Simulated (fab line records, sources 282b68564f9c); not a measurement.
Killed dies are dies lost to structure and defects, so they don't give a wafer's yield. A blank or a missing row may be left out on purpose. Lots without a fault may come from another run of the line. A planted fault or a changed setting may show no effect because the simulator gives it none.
A struck lot beside a sound one | flow rit_cmos | 15 steps out of a route of 202
Sound: wafers L404.2, L404.3, L404.6. Struck: wafers L408.2, L408.4, L408.5. The cause comes at the end.
At each step with rows: each side's tool, then ch and its chambers, then its first start. Under that, the readings that differ: sound wafers | struck wafers | difference of the means | sigmas: that difference in standard deviations of wafers without a fault.
alike: readings whose means differ by less than 2 such deviations, and words and numbers that are the same on both sides. not compared: withheld readings, readings that some wafer has no value for, bounds like >300 that may hide the same value, and numbers for which the record gives no deviation and whose values overlap.
The two part at a step that has a row with sigmas, a row that says differs or no value, or rows on one side only. Numbers that don't overlap but have no deviation are shown without sigmas and don't part them. A reading that every wafer of one side lacks parts them only if that side has two wafers or more.

RIT_ACTIVE_THK_MEAS_04:
  sound on film_metro-04, day 2 09:32; struck on film_metro-04, day 3 05:32
  alike: ACTIVE_NITRIDE_THK
then, 6 steps without rows for these wafers: RIT_ACTIVE_HMDS_05 (prime time 60 s); RIT_ACTIVE_COAT_06 (resist thk 1000 nm); RIT_ACTIVE_SOFTBAKE_07 (time 60 s); RIT_ACTIVE_EXPOSE_08 (exposes mask M1, target cd 1400 nm); RIT_ACTIVE_PEB_09; RIT_ACTIVE_DEVELOP_10 (develop time 50 s).
RIT_ACTIVE_CD_MEAS_11: target cd 1400 nm.
  sound on cd_sem-02, day 2 10:28; struck on cd_sem-01, day 3 06:35
  alike: cd_nm
then, 1 step without rows for these wafers: RIT_ACTIVE_HARDBAKE_12 (time 60 s).
RIT_ACTIVE_ETCH_13: etches Si3N4 in SF6, stops on SiO2, time 210 s, target depth 210 nm.
  sound on rie_diel-02 ch 0,2,3, day 2 10:43; struck on rie_diel-03 ch 0,1,3, day 3 06:50
  alike: drypump_motor_current_A, oes_product_au, throttle_valve_pct
  not compared: rf_hours_counter_h
RIT_ACTIVE_STRIP_14: strips in O2, time 180 s.
  sound on plasma_asher-01 ch 0,1, day 2 10:50; struck on plasma_asher-03 ch 0,1, day 3 06:58
  alike: drypump_motor_current_A
  not compared: rf_hours_counter_h
RIT_ACTIVE_CD_MEAS_90: target cd 1400 nm.
  sound on cd_sem-01, day 2 11:02; struck on cd_sem-02, day 3 07:10
  alike: cd_nm
RIT_ACTIVE_CLEAN_15: cleans in SC1, time 600 s.
  sound on wet_bench-03 ch 0, day 2 11:08; struck on wet_bench-01 ch 0, day 3 07:16
  no value came back on the struck wafers for bath_guard_temp_C (C), bath_heat_duty_pct (%); on the sound wafers bath_guard_temp_C (C) reads 75.7 75.7 75.4
then, 1 step without rows for these wafers: RIT_ACTIVE_CLEAN_16 (cleans in dHF, time 30 s).
RIT_M1_PROBE_99:
  sound on prober-01, day 4 07:01; struck on prober-02, day 5 00:41
  alike: killed_at_front_end, killed_dies, killed_open, killed_short

WHERE THEY PART
Only at RIT_ACTIVE_CLEAN_15, within this record. Later steps at which nothing parts them and some readings are alike: RIT_M1_PROBE_99.

WHY: what the simulator had put in
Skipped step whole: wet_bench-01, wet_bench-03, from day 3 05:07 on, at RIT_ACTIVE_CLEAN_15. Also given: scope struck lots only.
